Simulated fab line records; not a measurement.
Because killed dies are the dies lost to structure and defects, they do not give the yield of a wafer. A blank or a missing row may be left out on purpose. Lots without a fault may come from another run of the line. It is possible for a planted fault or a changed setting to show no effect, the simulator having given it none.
fab line records -- flow berkeley_cmos170 -- part 1 of 2: steps 1 to 27 of 38
[record] lots = 5, wafers = 15, last_day = 11
route steps=331 shown ACTIVE@73 PFIELD@79 FIELD@89 SACOX@97 SCREENOX@100 NVT@104
lots with no fault: from the same line, run without faults
start_h: the number of hours between the record's first day and the start of the first shown wafer of the lot -- wait_h: how many hours have passed since the lot's step before this one -- " as in the row above -- L1.1+2: a row that stands for several wafers -- - no value, or no start given -- * or withheld: withheld -- < > ~ a bound
route shown NAME@n: a module of which the file shows steps, and the number in the route of the first -- usual: average and standard deviation across the fault-free wafers -- same: alike in all rows -- chamber/n: place in a boat -- sites: each site's reading -- _std_site: the standard deviation of these -- _edge_site: outer sites' mean less inner sites' -- radius_mm: how far each site lies from the wafer's centre -- mask NAME#n: copy n -- behind: the tool/chamber that last shaped the wafer -- hold: the reason the lot was held/the length of the hold in hours/how it ended -- device: transistor that didn't switch, given as n, p or np -- end of line: the route-end tests of the same wafers -- a step without rows: its recipe alone -- killed: the dies lost at the first sort to structure and to defects; this is not the yield of the wafer -- map: a wafer's dies, marking killed ones x, the rest . and places with no die _
set.NAME: the setting the step ran with; set.NAME@STEP: the setting that earlier step ran with -- model.NAME: the simulator's own value behind a step, which no gauge read
lots at selected steps of the route; one table per step, one row per wafer
services: when a tool's chamber went out of use (start_h, in hours from the record's first day, below 0 if earlier), for how many hours, and the reason
[[steps]]
[step UCB170_ACTIVE_CD_MEAS_13]
[recipe] target_cd_nm = 1200
[usual] cd_nm = 1200.3/1.4
lot.wafer,tool,chamber,start_h,wait_h,cd_nm
L075.1,cd_sem-01,-,79.21,-,1202.4
L075.2,cd_sem-01,-,79.21,-,1200.4
L075.5,cd_sem-01,-,79.21,-,1200.8
L079.4,cd_sem-01,-,113.60,-,1199.7
L079.5,cd_sem-01,-,113.60,-,1198.6
L079.6,cd_sem-01,-,113.60,-,1199.7
L091.1,cd_sem-02,-,155.90,-,1201.5
L091.4,cd_sem-02,-,155.90,-,1200.9
L091.6,cd_sem-02,-,155.90,-,1200.4
L096.1,cd_sem-02,-,185.02,-,1196.4
L096.2,cd_sem-02,-,185.02,-,1197.5
L096.6,cd_sem-02,-,185.02,-,1197.8
L097.1,cd_sem-02,-,185.74,-,1198.5
L097.3,cd_sem-02,-,185.74,-,1198.5
L097.6,cd_sem-02,-,185.74,-,1197.7
[step UCB170_ACTIVE_OVL_MEAS_14]
[usual] ACTIVE_OVL = 3/4.9
lot.wafer,tool,chamber,start_h,wait_h,ACTIVE_OVL[nm]
L075.1,overlay-01,-,79.33,0.1,1
L075.2,overlay-01,-,79.33,0.1,7
L075.5,overlay-01,-,79.33,0.1,2
L079.4,overlay-02,-,113.68,0.1,2
L079.5,overlay-02,-,113.68,0.1,5
L079.6,overlay-02,-,113.68,0.1,-4
L091.1,overlay-01,-,156.02,0.1,0
L091.4,overlay-01,-,156.02,0.1,3
L091.6,overlay-01,-,156.02,0.1,3
L096.1,overlay-02,-,185.14,0.1,6
L096.2,overlay-02,-,185.14,0.1,-1
L096.6,overlay-02,-,185.14,0.1,1
L097.1,overlay-02,-,185.86,0.1,8
L097.3,overlay-02,-,185.86,0.1,2
L097.6,overlay-02,-,185.86,0.1,7
[step UCB170_ACTIVE_ETCH_15]
[recipe] chemistry = CH3F/Ar/O2, target = Si3N4, stop_on = SiO2, CH3F_flow_sccm = 20, Ar_flow_sccm = 50, O2_flow_sccm = 7, pressure_mtorr = 50, rf_w = 450, target_depth_a = 2420, over_etch_frac = 0.1, time_s = 151
[usual] CH3F_flow_sccm = 20.00/0.062, drypump_motor_current_A = 5.7/0.31, mfc_ar_sccm = 49.99/0.14, oes_product_au = 0.941/0.02, throttle_valve_pct = 8.12/0.1
lot.wafer,tool,chamber,start_h,wait_h,CH3F_flow_sccm,drypump_motor_current_A,mfc_ar_sccm,oes_product_au,rf_hours_counter_h,throttle_valve_pct
L075.1,rie_diel-02,1,79.37,0.0,19.96,5.4,49.95,0.926,156,8.03
L075.2,rie_diel-02,0,79.37,0.0,20.01,6.1,49.91,0.922,10,8.19
L075.5,rie_diel-02,1,79.37,0.0,19.97,5.4,50.07,0.922,-,8.02
L079.4,rie_diel-04,3,113.70,0.0,20.08,5.8,50.21,0.934,28,8.39
L079.5,rie_diel-04,2,113.70,0.0,20.01,5.3,49.57,0.947,-,8.00
L079.6,rie_diel-04,1,113.70,0.0,19.95,5.8,50.03,0.962,-,8.01
L091.1,rie_diel-01,1,156.06,0.0,19.92,5.6,50.17,0.927,18,8.11
L091.4,rie_diel-01,2,156.06,0.0,19.89,5.4,49.94,0.976,8,8.20
L091.6,rie_diel-01,2,156.06,0.0,19.86,5.4,49.95,0.968,-,8.21
L096.1,rie_diel-04,1,185.17,0.0,20.04,5.9,50.11,0.963,129,7.99
L096.2,rie_diel-04,3,185.17,0.0,20.00,5.8,49.85,0.910,31,8.38
L096.6,rie_diel-04,3,185.17,0.0,20.00,5.8,50.13,0.914,-,8.38
L097.1,rie_diel-01,2,185.90,0.0,20.02,5.4,50.02,0.962,10,8.21
L097.3,rie_diel-01,0,185.90,0.0,20.13,5.8,50.12,0.962,13,8.06
L097.6,rie_diel-01,0,185.90,0.0,20.04,5.7,50.27,0.966,-,8.02
[step UCB170_ACTIVE_STRIP_16]
[recipe] chemistry = O2, power_w = 400, pressure_mtorr = 3500, platen_temp_c = withheld, o2_flow_sccm = 400, overash_fraction = 0.5
[usual] drypump_motor_current_A = 5.6/0.38, o2_flow_sccm = 400.0/1.2, oes_product_au = 0.721/0.0045, strip_time_to_endpoint_s = 18.08/0.098
lot.wafer,tool,chamber,start_h,wait_h,drypump_motor_current_A,o2_flow_sccm,oes_product_au,rf_hours_counter_h,strip_time_to_endpoint_s
L075.1,plasma_asher-04,1,79.47,0.1,6.7,401.4,0.719,38,18.03
L075.2,plasma_asher-04,0,79.47,0.1,4.9,400.8,0.720,38,17.97
L075.5,plasma_asher-04,0,79.47,0.1,4.9,401.5,0.719,-,18.06
L079.4,plasma_asher-02,1,113.83,0.1,5.5,400.2,0.726,-,18.20
L079.5,plasma_asher-02,1,113.83,0.1,5.5,399.5,0.716,-,18.13
L079.6,plasma_asher-02,0,113.83,0.1,5.7,398.8,0.725,-,18.13
L091.1,plasma_asher-02,0,156.16,0.1,5.7,400.2,0.724,45,18.13
L091.4,plasma_asher-02,1,156.16,0.1,5.5,402.1,0.719,-,18.28
L091.6,plasma_asher-02,0,156.16,0.1,5.7,398.7,0.717,-,18.15
L096.1,plasma_asher-02,0,185.27,0.1,5.7,400.0,0.727,49,18.02
L096.2,plasma_asher-02,1,185.27,0.1,5.5,399.0,0.722,49,18.06
L096.6,plasma_asher-02,0,185.27,0.1,5.7,400.3,0.724,-,18.12
L097.1,plasma_asher-02,0,186.00,0.1,5.7,400.0,0.718,49,18.14
L097.3,plasma_asher-02,0,186.00,0.1,5.7,398.8,0.721,-,18.22
L097.6,plasma_asher-02,0,186.00,0.1,5.7,398.8,0.723,-,18.18
[step UCB170_ACTIVE_CD_MEAS_90]
[recipe] target_cd_nm = 1200
[usual] cd_nm = 1200.2/1.4
lot.wafer,tool,chamber,start_h,wait_h,cd_nm
L075.1,cd_sem-02,-,79.57,0.1,1202.0
L075.2,cd_sem-02,-,79.57,0.1,1200.5
L075.5,cd_sem-02,-,79.57,0.1,1200.7
L079.4,cd_sem-01,-,114.32,0.5,1199.9
L079.5,cd_sem-01,-,114.32,0.5,1198.7
L079.6,cd_sem-01,-,114.32,0.5,1199.5
L091.1,cd_sem-01,-,156.26,0.1,1201.4
L091.4,cd_sem-01,-,156.26,0.1,1200.4
L091.6,cd_sem-01,-,156.26,0.1,1200.7
L096.1,cd_sem-02,-,185.37,0.1,1196.1
L096.2,cd_sem-02,-,185.37,0.1,1197.8
L096.6,cd_sem-02,-,185.37,0.1,1197.8
L097.1,cd_sem-02,-,186.10,0.1,1198.7
L097.3,cd_sem-02,-,186.10,0.1,1199.1
L097.6,cd_sem-02,-,186.10,0.1,1198.0
[step UCB170_ACTIVE_CLEAN_17]
[recipe] chemistry = SPM, temp_c = 120, time_s = 600
lot.wafer,tool,chamber,start_h,wait_h
L075.1+2+5,wet_bench-01,3,79.69,0.1
L079.4+5+6,wet_bench-02,3,115.29,0.9
L091.1+4+6,wet_bench-04,3,156.38,0.1
L096.1+2+6,wet_bench-01,2,185.62,0.2
L097.1+3+6,wet_bench-01,2,186.22,0.1
[step UCB170_PFIELD_HMDS_00]
[recipe] prime_time_s = 60, prime_temp_c = 100
[same] prime_time_s = 60
lot.wafer,tool,chamber,start_h,wait_h
L075.1+2+5,litho_track-01,0,80.12,0.3
L079.4+5+6,litho_track-01,0,116.18,0.7
L091.1+4+6,litho_track-04,0,158.01,1.5
L096.1+2+6,litho_track-04,0,186.74,0.9
L097.1+3+6,litho_track-04,0,187.64,1.2
[step UCB170_PFIELD_COAT_01]
[recipe] resist = KrF, spin_rpm = 1500, resist_thk_nm = 900
[usual] dispense_pressure_kPa = 49.9/2.3
lot.wafer,tool,chamber,start_h,wait_h,dispense_pressure_kPa
L075.1,litho_track-01,0,80.27,0.1,47.4
L075.2,litho_track-01,0,80.27,0.1,47.4
L075.5,litho_track-01,0,80.27,0.1,47.4
L079.4,litho_track-01,0,116.33,0.1,47.4
L079.5,litho_track-01,0,116.33,0.1,47.4
L079.6,litho_track-01,0,116.33,0.1,47.4
L091.1,litho_track-04,0,158.16,0.1,52.6
L091.4,litho_track-04,0,158.16,0.1,52.6
L091.6,litho_track-04,0,158.16,0.1,52.6
L096.1,litho_track-04,0,186.89,0.1,52.6
L096.2,litho_track-04,0,186.89,0.1,52.6
L096.6,litho_track-04,0,186.89,0.1,52.6
L097.1,litho_track-04,0,187.79,0.1,52.6
L097.3,litho_track-04,0,187.79,0.1,52.6
L097.6,litho_track-04,0,187.79,0.1,52.5
[step UCB170_PFIELD_SOFTBAKE_02]
[recipe] resist = KrF, temp_c = 130, time_s = 60
lot.wafer,tool,chamber,start_h,wait_h
L075.1+2+5,litho_track-01,0,80.42,0.1
L079.4+5+6,litho_track-01,0,116.48,0.1
L091.1+4+6,litho_track-04,0,158.31,0.1
L096.1+2+6,litho_track-04,0,187.04,0.1
L097.1+3+6,litho_track-04,0,187.94,0.1
[step UCB170_PFIELD_EXPOSE_03]
[recipe] mask_id = PFIELD, na = 0.5, sigma_outer = 0.6, source_shape = conventional, target_cd_nm = 1500, dose_mj = 30
[usual] focus_offset_nm = -0.1/0.46
lot.wafer,tool,chamber,start_h,wait_h,mask,focus_offset_nm
L075.1,krf_scanner-01,0,80.68,0.2,PFIELD#0,-0.3
L075.2,krf_scanner-01,0,80.68,0.2,PFIELD#0,0.0
L075.5,krf_scanner-01,0,80.68,0.2,PFIELD#0,-0.1
L079.4,krf_scanner-01,0,-,-,PFIELD#0,-1.0
L079.5,krf_scanner-01,0,-,-,PFIELD#0,-0.2
L079.6,krf_scanner-01,0,-,-,PFIELD#0,-0.5
L091.1,krf_scanner-01,0,158.58,0.2,PFIELD#0,0.6
L091.4,krf_scanner-01,0,158.58,0.2,PFIELD#0,-0.3
L091.6,krf_scanner-01,0,158.58,0.2,PFIELD#0,0.7
L096.1,krf_scanner-02,0,187.19,0.1,PFIELD#0,-0.2
L096.2,krf_scanner-02,0,187.19,0.1,PFIELD#0,-0.4
L096.6,krf_scanner-02,0,187.19,0.1,PFIELD#0,-0.5
L097.1,krf_scanner-01,0,188.22,0.2,PFIELD#0,-0.3
L097.3,krf_scanner-01,0,188.22,0.2,PFIELD#0,0.1
L097.6,krf_scanner-01,0,188.22,0.2,PFIELD#0,0.0
[step UCB170_PFIELD_PEB_04]
[recipe] peb_temp_c = 130, peb_time_s = withheld, resist = KrF
lot.wafer,tool,chamber,start_h,wait_h
L075.1+2+5,litho_track-02,0,81.38,0.7
L079.4+5+6,litho_track-02,0,-,-
L091.1+4+6,litho_track-01,0,159.63,1.0
L096.1+2+6,litho_track-02,0,188.22,1.0
L097.1+3+6,litho_track-04,0,188.82,0.6
[step UCB170_PFIELD_DEVELOP_05]
[recipe] developer = TMAH, develop_time_s = 45, resist = KrF, dev_temp_c = 21
lot.wafer,tool,chamber,start_h,wait_h
L075.1+2+5,litho_track-02,0,-,-
L079.4+5+6,litho_track-02,0,-,-
L091.1+4+6,litho_track-01,0,-,-
L096.1+2+6,litho_track-02,0,-,-
L097.1+3+6,litho_track-04,0,-,-
[step UCB170_PFIELD_OVL_MEAS_06]
[usual] PFIELD_OVL = 0/6.2
lot.wafer,tool,chamber,start_h,wait_h,PFIELD_OVL[nm]
L075.1,overlay-01,-,81.66,-,-12
L075.2,overlay-01,-,81.66,-,-6
L075.5,overlay-01,-,81.66,-,-11
L079.4,overlay-01,-,117.96,-,-3
L079.5,overlay-01,-,117.96,-,-4
L079.6,overlay-01,-,117.96,-,-3
L091.1,overlay-02,-,159.91,-,8
L091.4,overlay-02,-,159.91,-,0
L091.6,overlay-02,-,159.91,-,2
L096.1,overlay-02,-,188.50,-,-5
L096.2,overlay-02,-,188.50,-,-2
L096.6,overlay-02,-,188.50,-,0
L097.1,overlay-02,-,189.09,-,-8
L097.3,overlay-02,-,189.09,-,-12
L097.6,overlay-02,-,189.09,-,-6
[step UCB170_PFIELD_IMPLANT_07]
[recipe] species = B, dose_cm2 = 2e+13, energy_kev = 80, tilt_deg = 7
[usual] beam_energy_keV = 80.001/0.024, dose_ions_cm2 = 2.0001e+13/2e+10
lot.wafer,tool,chamber,start_h,wait_h,beam_energy_keV,dose_ions_cm2
L075.1,implanter-04,0,81.69,0.0,79.976,2.0031e+13
L075.2,implanter-04,0,81.69,0.0,79.988,2.0022e+13
L075.5,implanter-04,0,81.69,0.0,79.984,1.9989e+13
L079.4,implanter-02,0,118.05,0.1,80.022,1.9987e+13
L079.5,implanter-02,0,118.05,0.1,80.019,2.0016e+13
L079.6,implanter-02,0,118.05,0.1,80.000,2.002e+13
L091.1,implanter-04,0,159.94,0.0,80.027,1.999e+13
L091.4,implanter-04,0,159.94,0.0,79.984,2.0002e+13
L091.6,implanter-04,0,159.94,0.0,79.988,1.9988e+13
L096.1,implanter-04,0,188.54,0.0,80.017,2.0012e+13
L096.2,implanter-04,0,188.54,0.0,80.047,1.9982e+13
L096.6,implanter-04,0,188.54,0.0,80.029,2.0014e+13
L097.1,implanter-04,0,189.13,0.0,80.033,2.0006e+13
L097.3,implanter-04,0,189.13,0.0,80.050,1.9959e+13
L097.6,implanter-04,0,189.13,0.0,80.028,1.997e+13
[step UCB170_PFIELD_STRIP_08]
[recipe] chemistry = O2, power_w = 400, pressure_mtorr = 3500, platen_temp_c = withheld, o2_flow_sccm = 400, overash_fraction = 0.5
[usual] drypump_motor_current_A = 5.9/0.65, o2_flow_sccm = 400.2/1.3, oes_product_au = 0.735/0.0043, strip_time_to_endpoint_s = 21.63/0.066
lot.wafer,tool,chamber,start_h,wait_h,drypump_motor_current_A,o2_flow_sccm,oes_product_au,rf_hours_counter_h,strip_time_to_endpoint_s
L075.1,plasma_asher-01,1,81.84,0.1,5.5,401.4,0.737,25,21.59
L075.2,plasma_asher-01,0,81.84,0.1,5.8,401.7,0.738,25,21.63
L075.5,plasma_asher-01,1,81.84,0.1,5.5,402.1,0.733,-,21.61
L079.4,plasma_asher-03,1,118.16,0.1,6.2,400.0,0.737,-,21.71
L079.5,plasma_asher-03,1,118.16,0.1,6.2,401.1,0.733,-,21.73
L079.6,plasma_asher-03,0,118.16,0.1,6.2,398.4,0.734,-,21.68
L091.1,plasma_asher-04,0,160.09,0.1,4.9,399.1,0.736,6,21.65
L091.4,plasma_asher-04,1,160.09,0.1,6.6,402.1,0.733,-,21.64
L091.6,plasma_asher-04,1,160.09,0.1,6.7,400.7,0.735,-,21.61
L096.1,plasma_asher-03,0,188.69,0.1,6.2,400.6,0.731,50,21.43
L096.2,plasma_asher-03,1,188.69,0.1,6.2,400.7,0.736,50,21.46
L096.6,plasma_asher-03,0,188.69,0.1,6.2,402.1,0.735,-,21.51
L097.1,plasma_asher-04,0,189.28,0.1,4.9,399.9,0.734,9,21.48
L097.3,plasma_asher-04,1,189.28,0.1,6.6,399.8,0.735,-,21.53
L097.6,plasma_asher-04,1,189.28,0.1,6.6,400.1,0.731,-,21.53
[step UCB170_PFIELD_TW_MEAS_09]
[usual] PFIELD_TW = 606/7.4
lot.wafer,tool,chamber,start_h,wait_h,PFIELD_TW
L075.1,film_metro-04,-,81.94,0.1,593
L075.2,film_metro-04,-,81.94,0.1,594
L075.5,film_metro-04,-,81.94,0.1,594
L079.4,film_metro-04,-,118.26,0.1,601
L079.5,film_metro-04,-,118.26,0.1,600
L079.6,film_metro-04,-,118.26,0.1,596
L091.1,film_metro-03,-,160.19,0.1,613
L091.4,film_metro-03,-,160.19,0.1,614
L091.6,film_metro-03,-,160.19,0.1,610
L096.1,film_metro-04,-,188.79,0.1,597
L096.2,film_metro-04,-,188.79,0.1,596
L096.6,film_metro-04,-,188.79,0.1,596
L097.1,film_metro-04,-,189.38,0.1,600
L097.3,film_metro-04,-,189.38,0.1,596
L097.6,film_metro-04,-,189.38,0.1,596
[step UCB170_FIELD_CLEAN_00]
[recipe] chemistry = dHF, dilution = 25:1, time_s = 7.5
lot.wafer,tool,chamber,start_h,wait_h
L075.1+2+5,wet_bench-04,0,83.18,1.2
L079.4+5+6,wet_bench-03,1,118.29,0.0
L091.1+4+6,wet_bench-03,2,160.31,0.1
L096.1+2+6,wet_bench-03,0,188.85,0.1
L097.1+3+6,wet_bench-03,1,189.64,0.3
[step UCB170_FIELD_OXIDATION_01]
[recipe] temp_c = 1000, ambient = H2O, p_h2o_torr = 584.62, target_thk_a = 5583, ox_time_s = 7200
[usual] spike_tc_source_C = 1024.1/2.9, tube_center_temp_C_max = 1002.7/0.41, zone_power_load_pct = 37.1/2.1
lot.wafer,tool,chamber,start_h,wait_h,spike_tc_source_C,tube_center_temp_C_max,zone_power_load_pct
L075.1,furnace-04,0,83.85,0.7,1028.6,1002.4,37.8
L075.2,furnace-04,0,83.85,0.7,1028.8,1002.7,37.3
L075.5,furnace-04,0,83.85,0.7,1028.1,1002.0,37.7
L079.4,furnace-03,0,119.36,1.1,1023.1,1002.3,38.2
L079.5,furnace-03,0,119.36,1.1,1024.7,1002.5,38.6
L079.6,furnace-03,0,119.36,1.1,1022.9,1002.6,38.3
L091.1,furnace-03,0,160.46,0.1,1025.0,1002.3,38.4
L091.4,furnace-03,0,160.46,0.1,1023.5,1003.0,38.4
L091.6,furnace-03,0,160.46,0.1,1024.3,1002.5,39.2
L096.1,furnace-04,0,189.03,0.2,1029.1,1002.7,37.6
L096.2,furnace-04,0,189.03,0.2,1027.9,1002.2,38.3
L096.6,furnace-04,0,189.03,0.2,1030.8,1002.5,37.3
L097.1,furnace-02,0,191.94,2.3,1020.3,1003.0,34.0
L097.3,furnace-02,0,191.94,2.3,1021.1,1002.6,33.4
L097.6,furnace-02,0,191.94,2.3,1019.7,1002.5,33.8
[step UCB170_FIELD_THK_MEAS_02]
[recipe] reads = SiO2_of_FIELD_OXIDATION_01
[usual] FIELD_OXIDE_THK = 562/12
lot.wafer,tool,chamber,start_h,wait_h,FIELD_OXIDE_THK[nm]
L075.1,film_metro-01,-,86.85,0.0,552
L075.2,film_metro-01,-,86.85,0.0,551
L075.5,film_metro-01,-,86.85,0.0,539
L079.4,film_metro-01,-,122.39,0.0,550
L079.5,film_metro-01,-,122.39,0.0,546
L079.6,film_metro-01,-,122.39,0.0,547
L091.1,film_metro-02,-,163.46,0.0,558
L091.4,film_metro-02,-,163.46,0.0,565
L091.6,film_metro-02,-,163.46,0.0,573
L096.1,film_metro-04,-,192.03,0.0,557
L096.2,film_metro-04,-,192.03,0.0,561
L096.6,film_metro-04,-,192.03,0.0,557
L097.1,film_metro-04,-,194.94,0.0,581
L097.3,film_metro-04,-,194.94,0.0,577
L097.6,film_metro-04,-,194.94,0.0,577
[step UCB170_FIELD_ANNEAL_03]
[recipe] temp_c = 1000, time_s = 1200, ambient = N2
[usual] spike_tc_source_C = 1026/3.8, tube_center_temp_C_max = 1002.6/0.42, zone_power_load_pct = 37.0/1.8
lot.wafer,tool,chamber,start_h,wait_h,spike_tc_source_C,tube_center_temp_C_max,zone_power_load_pct
L075.1,furnace-04,0,86.91,0.1,1027,1002.5,37.4
L075.2,furnace-04,0,86.91,0.1,1028,1002.1,37.4
L075.5,furnace-04,0,86.91,0.1,1028,1002.8,37.4
L079.4,furnace-04,0,123.67,1.3,1030,1002.5,37.4
L079.5,furnace-04,0,123.67,1.3,1029,1002.7,37.7
L079.6,furnace-04,0,123.67,1.3,1028,1002.0,36.6
L091.1,furnace-03,0,165.13,1.7,1024,1002.6,38.7
L091.4,furnace-03,0,165.13,1.7,1023,1002.7,39.1
L091.6,furnace-03,0,165.13,1.7,1025,1003.3,38.6
L096.1,furnace-04,0,194.88,2.8,1029,1002.8,38.1
L096.2,furnace-04,0,194.88,2.8,1030,1003.2,37.3
L096.6,furnace-04,0,194.88,2.8,1031,1003.1,37.2
L097.1,furnace-03,0,198.30,3.4,1024,1002.2,38.8
L097.3,furnace-03,0,198.30,3.4,1023,1003.4,39.3
L097.6,furnace-03,0,198.30,3.4,1024,1002.5,38.1
[step UCB170_FIELD_WET_ETCH_04]
[recipe] chemistry = dHF, dilution = 10:1, target = SiO2, temp_c = 25, time_s = 60
lot.wafer,tool,chamber,start_h,wait_h
L075.1+2+5,wet_bench-03,1,88.78,0.5
L079.4+5+6,wet_bench-04,3,125.00,0.0
L091.1+4+6,wet_bench-03,3,166.61,0.2
L096.1+2+6,wet_bench-03,3,196.21,0.0
L097.1+3+6,wet_bench-01,3,199.63,0.0
[step UCB170_FIELD_WET_ETCH_05]
[recipe] chemistry = H3PO4, target = Si3N4, temp_c = 160, time_s = 12600
lot.wafer,tool,chamber,start_h,wait_h
L075.1+2+5,wet_bench-03,2,88.90,0.1
L079.4+5+6,wet_bench-03,3,125.03,0.0
L091.1+4+6,wet_bench-03,0,166.64,0.0
L096.1+2+6,wet_bench-04,3,196.23,0.0
L097.1+3+6,wet_bench-01,1,199.66,0.0
[step UCB170_FIELD_WET_ETCH_06]
[recipe] chemistry = BOE, dilution = 5:1, target = SiO2, temp_c = 25, time_s = 22
lot.wafer,tool,chamber,start_h,wait_h
L075.1+2+5,wet_bench-03,2,92.97,0.2
L079.4+5+6,wet_bench-03,3,128.55,0.0
L091.1+4+6,wet_bench-03,2,170.15,0.0
L096.1+2+6,wet_bench-03,2,200.06,0.0
L097.1+3+6,wet_bench-03,3,203.49,0.0
[step UCB170_FIELD_THK_MEAS_90]
[recipe] reads = SiO2_of_FIELD_OXIDATION_01
[usual] FIELD_OXIDE_LEFT_1_THK = 445/12
lot.wafer,tool,chamber,start_h,wait_h,FIELD_OXIDE_LEFT_1_THK[nm]
L075.1,film_metro-01,-,92.99,0.0,437
L075.2,film_metro-01,-,92.99,0.0,436
L075.5,film_metro-01,-,92.99,0.0,423
L079.4,film_metro-02,-,128.59,0.0,432
L079.5,film_metro-02,-,128.59,0.0,429
L079.6,film_metro-02,-,128.59,0.0,429
L091.1,film_metro-04,-,170.22,0.1,442
L091.4,film_metro-04,-,170.22,0.1,449
L091.6,film_metro-04,-,170.22,0.1,457
L096.1,film_metro-04,-,200.08,0.0,441
L096.2,film_metro-04,-,200.08,0.0,444
L096.6,film_metro-04,-,200.08,0.0,441
L097.1,film_metro-02,-,203.50,0.0,464
L097.3,film_metro-02,-,203.50,0.0,459
L097.6,film_metro-02,-,203.50,0.0,460
[step UCB170_SACOX_CLEAN_00]
[recipe] chemistry = dHF, dilution = 25:1, time_s = 7.5
lot.wafer,tool,chamber,start_h,wait_h
L075.1+2+5,wet_bench-03,2,93.20,0.2
L079.4+5+6,wet_bench-03,0,129.10,0.5
L091.1+4+6,wet_bench-03,2,170.28,0.1
L096.1+2+6,wet_bench-04,3,200.14,0.1
L097.1+3+6,wet_bench-02,0,203.56,0.1
[step UCB170_SACOX_OXIDATION_01]
[recipe] temp_c = 900, ambient = O2, target_thk_a = 144, ox_time_s = 2400
[usual] spike_tc_source_C = 924.1/2.5, tube_center_temp_C_max = 902.3/0.38, zone_power_load_pct = 27.6/1.9
lot.wafer,tool,chamber,start_h,wait_h,spike_tc_source_C,tube_center_temp_C_max,zone_power_load_pct
L075.1,furnace-04,0,93.87,0.7,928.7,901.8,28.6
L075.2,furnace-04,0,93.87,0.7,928.5,902.9,28.8
L075.5,furnace-04,0,93.87,0.7,927.0,902.8,28.6
L079.4,furnace-01,0,129.95,0.8,923.5,902.9,26.2
L079.5,furnace-01,0,129.95,0.8,921.2,902.5,26.1
L079.6,furnace-01,0,129.95,0.8,921.0,901.9,25.6
L091.1,furnace-01,0,172.66,2.4,921.8,902.6,25.9
L091.4,furnace-01,0,172.66,2.4,922.6,902.1,26.1
L091.6,furnace-01,0,172.66,2.4,924.0,901.5,25.6
L096.1,furnace-04,0,203.48,3.3,928.2,902.6,28.8
L096.2,furnace-04,0,203.48,3.3,928.8,902.8,29.2
L096.6,furnace-04,0,203.48,3.3,929.1,902.3,29.5
L097.1,furnace-03,0,206.40,2.8,921.8,902.1,30.5
L097.3,furnace-03,0,206.40,2.8,925.3,902.1,29.6
L097.6,furnace-03,0,206.40,2.8,921.6,901.5,29.9
[step UCB170_SACOX_THK_MEAS_02]
[recipe] reads = SiO2_of_SACOX_OXIDATION_01
[usual] SACOX_OXIDE_THK = 14.28/0.25
lot.wafer,tool,chamber,start_h,wait_h,SACOX_OXIDE_THK[nm]
L075.1,film_metro-04,-,95.60,0.1,14.15
L075.2,film_metro-04,-,95.60,0.1,13.99
L075.5,film_metro-04,-,95.60,0.1,14.37
L079.4,film_metro-03,-,131.70,0.1,14.29
L079.5,film_metro-03,-,131.70,0.1,13.90
L079.6,film_metro-03,-,131.70,0.1,14.10
L091.1,film_metro-04,-,174.39,0.1,14.21
L091.4,film_metro-04,-,174.39,0.1,14.00
L091.6,film_metro-04,-,174.39,0.1,14.02
L096.1,film_metro-04,-,205.14,0.0,13.99
L096.2,film_metro-04,-,205.14,0.0,13.98
L096.6,film_metro-04,-,205.14,0.0,13.74
L097.1,film_metro-04,-,208.07,0.0,14.11
L097.3,film_metro-04,-,208.07,0.0,14.13
L097.6,film_metro-04,-,208.07,0.0,14.19
